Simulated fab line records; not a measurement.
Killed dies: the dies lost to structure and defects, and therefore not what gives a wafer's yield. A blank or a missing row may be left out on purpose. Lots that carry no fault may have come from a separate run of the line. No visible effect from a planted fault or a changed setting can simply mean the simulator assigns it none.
2 desks, one fault + flow berkeley-cmos170 + each desk has only its own numbers; what lay behind them comes last

== FROM THE METROLOGY DESK ==
Lot by lot, what the gauges showed, no matter which tool ran the lot: averages of those sampled wafers that carry a number. If a lot's mean is further than 4 standard deviations from the usual mean, the lot is out of limits and carries the mark OUT (the distance appears in the brackets). Shown here are 7 of its 10 readings, the ones lying furthest out on some lot.
Columns: A = FIELD_OXIDE_THK at UCB170_FIELD_THK_MEAS_02, usual 554 nm; B = FIELD_OXIDE_LEFT_1_THK at UCB170_FIELD_THK_MEAS_90, usual 437 nm; C = SCREENOX_OXIDE_THK at UCB170_SCREENOX_THK_MEAS_02, usual 14.31 nm; D = NVT_TW at UCB170_NVT_TW_MEAS_09, usual 516; E = PVT_TW at UCB170_PVT_TW_MEAS_09, usual 504; F = FIELD_OXIDE_LEFT_2_THK at UCB170_FIELD_THK_MEAS_91, usual 349 nm; G = GATE_OXIDE_THK at UCB170_GATE_THK_MEAS_02, usual 6.63 nm
| lot  | first seen here | A   | B   | C     | D   | E   | F   | G    |
|------|-----------------|-----|-----|-------|-----|-----|-----|------|
| L868 | day 4 16:08     | 556 | 440 | 13.96 | 513 | 493 | 351 | 6.67 |
| L875 | day 6 05:11     | 542 | 426 | 14.51 | 517 | 509 | 338 | 6.42 |
| L877 | day 6 11:08     | 579 | 462 | 14.10 | 525 | 496 | 374 | 6.65 |
| L883 | day 8 03:42     | 553 | 436 | 14.82 | 512 | 499 | 347 | 6.86 |
| L884 | day 8 03:43     | 566 | 450 | 14.32 | 525 | 500 | 362 | 6.83 |
| L890 | day 8 19:25     | 567 | 452 | 14.24 | 512 | 500 | 364 | 6.68 |
Result from this desk: across the 6 lots, nothing is out of limits.

== FOR THE TOOL OWNER'S DESK: furnace-03 ==
The tool's own readings at UCB170_SCREENOX_OXIDATION_01 (target thk 14.4 nm, ox time 2400 s): means of the sampled wafers that have a number, for each lot that ran on this tool. If a lot's mean is further than 4 standard deviations from the usual mean, the lot is out of limits and carries the mark OUT (the distance appears in the brackets).
Columns: A = spike-tc-load-C at UCB170_SCREENOX_OXIDATION_01, usual 924.4 C
| lot  | first seen here | A     |
|------|-----------------|-------|
| L875 | day 6 20:29     | 922.8 |
| L883 | day 8 16:31     | 922.6 |
| L884 | day 8 16:31     | 923.7 |
Result from this desk: across the 3 lots, nothing is out of limits.

== BROUGHT TOGETHER ==
At the metrology desk, nothing out of limits was observed.
The desk of the tool owner found nothing out of limits.

== WHAT WAS PUT IN BY THE SIMULATOR ==
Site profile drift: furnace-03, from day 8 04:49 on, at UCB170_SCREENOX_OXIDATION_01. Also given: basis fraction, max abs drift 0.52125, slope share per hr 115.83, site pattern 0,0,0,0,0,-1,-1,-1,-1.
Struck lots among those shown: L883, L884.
